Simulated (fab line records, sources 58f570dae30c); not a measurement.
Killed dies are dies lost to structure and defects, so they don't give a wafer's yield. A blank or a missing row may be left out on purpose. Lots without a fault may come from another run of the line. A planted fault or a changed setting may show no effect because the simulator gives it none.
fab line records | flow berkeley_cmos170
record lots=6 wafers=18 last_day=13
route steps=331 shown ZERO@12 NWELL@14
lots that met no fault: from a run of the same line without faults
start_h: hours from the record's first day to the start of the lot's first wafer shown | wait_h: hours since the lot's step before | " the same as in the row above | L1.1+2: a row that stands for several wafers | - no value, or no start given | * or withheld: withheld | < > ~ a bound
route shown NAME@n: a module of which the file shows steps, and the number in the route of the first | usual: mean/standard deviation of fault-free wafers | same: alike in all rows | chamber/n: place in a boat | sites: the reading at each site | _std_site: their standard deviation | _edge_site: outer sites' mean less inner sites' | radius_mm: how far each site lies from the wafer's centre | mask NAME#n: copy n | behind: the tool/chamber that last shaped the wafer | hold: why the lot was held/for how many hours/how that ended | device: the transistor (n, p or np) that didn't switch | end of line: the same wafers' tests at the end of the route | a step without rows: its recipe alone | killed: dies lost to structure and defects at the first sort, not the wafer's yield | map: a wafer's dies, x killed, . not, _ none there
set.NAME: the setting as run; set.NAME@STEP: as run at that earlier step | model.NAME: the simulator's own value behind a step, which no gauge read
lots at some steps of the route; a table a step, a row a wafer
services: from which hour (start_h, from the record's first day; less than 0 if before it) a tool's chamber was out of use, for how many hours, and why
## steps
# step UCB170_ZERO_ETCH_06
# recipe chemistry=CHF3/CF4/Ar target=SiO2 time_s=12 pressure_mtorr=100 rf_w=500 CHF3_flow_sccm=50 cf4_flow_sccm=10 Ar_flow_sccm=120 over_etch_frac=1.58
# usual drypump_motor_current_A=5.9/0.48 oes_product_au=0.618/0.0084 throttle_valve_pct=9.24/0.18
# columns lot.wafer tool chamber start_h wait_h drypump_motor_current_A oes_product_au rf_hours_counter_h throttle_valve_pct
L342.1 rie_diel-01 0 53.40 - 6.4 0.611 99 9.07
L342.5 " 0 " " 6.4 0.613 - 9.07
L342.6 " 1 " " 5.5 0.617 - 9.07
L344.4 rie_diel-04 3 67.85 - 5.4 0.628 58 9.52
L344.5 " 2 " " 6.7 0.605 - 9.34
L344.6 " 3 " " 5.4 0.625 - 9.52
L345.1 rie_diel-04 2 71.92 - 6.7 0.604 150 9.33
L345.2 " 0 " " 5.9 0.617 59 9.46
L345.4 " 1 " " 6.0 0.622 94 9.06
L347.2 rie_diel-03 1 78.25 - 6.2 0.613 71 9.33
L347.4 " 3 " " 5.5 0.635 161 9.21
L347.5 " 2 " " 6.4 0.626 - 9.23
L350.1 rie_diel-01 0 99.13 - 6.4 0.613 102 9.07
L350.4 " 2 " " 5.4 0.609 77 8.97
L350.5 " 2 " " 5.4 0.611 - 8.96
L355.1 rie_diel-03 0 125.37 - 5.1 0.614 16 9.35
L355.2 " 1 " " 6.2 0.617 73 9.32
L355.4 " 0 " " 5.1 0.615 - 9.36
# step UCB170_ZERO_STRIP_07
# recipe chemistry=O2 power_w=400 pressure_mtorr=3500 platen_temp_c=withheld o2_flow_sccm=400 overash_fraction=0.5
# usual drypump_motor_current_A=5.7/0.53 oes_product_au=0.727/0.0041 strip_time_to_endpoint_s=21.49/0.056
# columns lot.wafer tool chamber start_h wait_h drypump_motor_current_A oes_product_au rf_hours_counter_h strip_time_to_endpoint_s
L342.1 plasma_asher-01 0 53.42 0.0 5.8 0.727 30 21.47
L342.5 " 1 " " 6.5 0.735 - 21.43
L342.6 " 0 " " 5.8 0.721 - 21.47
L344.4 plasma_asher-04 0 67.90 0.0 6.1 0.721 - 21.42
L344.5 " 1 " " 5.3 0.731 - 21.45
L344.6 " 0 " " 6.1 0.734 - 21.43
L345.1 plasma_asher-01 0 71.94 0.0 5.7 0.729 33 21.47
L345.2 " 1 " " 6.4 0.726 33 21.50
L345.4 " 0 " " 5.7 0.723 - 21.49
L347.2 plasma_asher-02 1 78.28 0.0 5.9 0.723 29 21.57
L347.4 " 0 " " 4.9 0.733 - 21.55
L347.5 " 0 " " 4.9 0.730 - 21.50
L350.1 plasma_asher-01 0 99.16 0.0 5.8 0.727 36 21.48
L350.4 " 0 " " 5.8 0.725 - 21.49
L350.5 " 1 " " 6.5 0.723 - 21.58
L355.1 plasma_asher-02 1 125.39 0.0 5.8 0.732 34 21.47
L355.2 " 0 " " 4.9 0.723 34 21.40
L355.4 " 1 " " 5.9 0.728 - 21.41
# step UCB170_NWELL_WET_ETCH_00
# recipe chemistry=dHF dilution=25:1 target=SiO2 temp_c=25 time_s=200
# step UCB170_NWELL_OXIDATION_01
# recipe temp_c=1000 ambient=O2 target_thk_a=264 ox_time_s=1260
# step UCB170_NWELL_THK_MEAS_02
# recipe reads=SiO2_of_NWELL_OXIDATION_01
# usual NWELL_OXIDE_THK=26.3/0.39
# columns lot.wafer tool chamber start_h wait_h NWELL_OXIDE_THK[nm]
L342.1 film_metro-02 - 61.59 0.0 26.3
L342.5 " - " " 26.1
L342.6 " - " " 26.4
L345.1 film_metro-01 - 74.14 0.0 27.2
L345.2 " - " " 26.6
L345.4 " - " " 27.1
L344.4 film_metro-04 - 74.17 0.0 26.2
L344.5 " - " " 26.3
L344.6 " - " " 26.7
L347.2 film_metro-04 - 86.54 0.0 26.2
L347.4 " - " " 26.0
L347.5 " - " " 25.8
L350.1 film_metro-02 - 106.83 0.0 25.8
L350.4 " - " " 25.9
L350.5 " - " " 26.0
L355.1 film_metro-02 - 132.48 0.0 26.3
L355.2 " - " " 25.8
L355.4 " - " " 26.1
# step UCB170_NWELL_ANNEAL_03
# recipe temp_c=1000 time_s=900 ambient=N2
# step UCB170_NWELL_CVD_04
# recipe material=Si3N4 target_thk_nm=224 temp_c=800 precursor=SiH2Cl2/NH3 time_s=3360 pressure_mtorr=200 sih2cl2_flow_sccm=25 nh3_flow_sccm=75
# step UCB170_NWELL_THK_MEAS_05
# recipe reads=Si3N4_of_NWELL_CVD_04
# usual NWELL_NITRIDE_THK=224.3/2
# columns lot.wafer tool chamber start_h wait_h NWELL_NITRIDE_THK[nm]
L342.1 film_metro-02 - 70.42 0.0 227.1
L342.5 " - " " 226.4
L342.6 " - " " 227.4
L345.1 film_metro-01 - 80.31 0.0 227.8
L345.2 " - " " 228.3
L345.4 " - " " 226.8
L344.4 film_metro-02 - 80.34 0.0 223.2
L344.5 " - " " 224.4
L344.6 " - " " 222.7
L347.2 film_metro-04 - 94.26 0.0 223.3
L347.4 " - " " 222.9
L347.5 " - " " 223.8
L350.1 film_metro-02 - 111.52 0.0 222.7
L350.4 " - " " 223.4
L350.5 " - " " 223.2
L355.1 film_metro-04 - 141.40 0.0 221.8
L355.2 " - " " 221.5
L355.4 " - " " 219.5
# step UCB170_NWELL_HMDS_06
# recipe prime_time_s=60 prime_temp_c=100
# step UCB170_NWELL_COAT_07
# recipe resist=KrF spin_rpm=1500 resist_thk_nm=900
# step UCB170_NWELL_SOFTBAKE_08
# recipe resist=KrF temp_c=130 time_s=60
# step UCB170_NWELL_EXPOSE_09
# recipe mask_id=NWELL target_cd_nm=3000 na=0.5 sigma_outer=0.6 source_shape=conventional dose_mj=25
# step UCB170_NWELL_PEB_10
# recipe peb_temp_c=130 peb_time_s=withheld resist=KrF
# usual chill_plate_temp_C=23.02/0.094 exhaust_pa=45.2/0.98
# columns lot.wafer tool chamber start_h wait_h chill_plate_temp_C exhaust_pa
L342.1 litho_track-01 0 71.18 0.1 23.02 42.7
L342.5 " 0 " " 23.17 43.4
L342.6 " 0 " " 22.95 43.3
L345.1 litho_track-02 0 81.06 0.1 22.97 46.8
L345.2 " 0 " " 23.03 44.9
L345.4 " 0 " " 23.00 44.7
L344.4 litho_track-03 - 81.34 0.2 - -
L344.5 " - " " - -
L344.6 " - " " - -
L347.2 litho_track-02 - 94.90 0.1 - -
L347.4 " - " " - -
L347.5 " - " " - -
L350.1 litho_track-01 0 112.51 0.1 23.01 45.0
L350.4 " 0 " " 23.08 44.3
L350.5 " 0 " " 22.88 44.1
L355.1 litho_track-02 0 142.59 0.2 22.85 43.8
L355.2 " 0 " " 22.94 44.3
L355.4 " 0 " " 22.92 43.3
# step UCB170_NWELL_DEVELOP_11
# recipe developer=TMAH develop_time_s=45 resist=KrF dev_temp_c=21
## services
# columns tool chamber start_h hours kind
plasma_asher-04 - 48.36 7.6 pm
rie_diel-04 - 59.39 0.8 repair
rie_diel-03 - 95.21 4.0 pm
plasma_asher-04 - 98.01 1.2 repair
rie_diel-03 2 101.96 3.7 repair
plasma_asher-01 - 108.75 9.0 pm
plasma_asher-01 0 108.75 9.0 vent_cycle
plasma_asher-01 1 108.75 9.0 vent_cycle
rie_diel-03 - 110.87 2.8 pm
rie_diel-03 3 113.62 - clean
rie_diel-03 3 113.62 13.2 scheduled_down
rie_diel-03 3 113.62 13.2 vent_cycle
plasma_asher-01 0 117.75 - clean
plasma_asher-01 1 117.75 - clean
rie_diel-01 3 124.30 2.1 repair
## key
first_sign step=UCB170_NWELL_PEB_10 reading=tool_record direction=missing
effect none on later readings
met_at UCB170_NWELL_PEB_10
struck_wafers L344.4,L344.5,L344.6,L347.2,L347.4,L347.5
later_rows_left_out L344.4,L344.5,L344.6,L347.2,L347.4,L347.5
sort_left_out L344.4,L344.5,L344.6,L347.2,L347.4,L347.5
tester_left_out L344,L347
onset_between 81.06 81.34
fault kind=skipped_step_whole tool=litho_track-02,litho_track-03 chamber=- onset_h=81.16 steps=UCB170_NWELL_PEB_10 scope=struck_lots_only
# tester_left_out: of these lots the tester's yield and bins aren't shown, on N5 and GAA mostly nor the transistor test; their killed dies are dies lost to structure and defects alone, not to doping, threshold or leakage, so they don't give the yield
# sort_left_out: the simulated sort isn't trusted on such a fault, so these wafers' sort isn't shown, and their yield isn't known
# later_rows_left_out: the simulator's readings of these wafers behind a module that went badly wrong aren't trusted and aren't shown, but for the sort
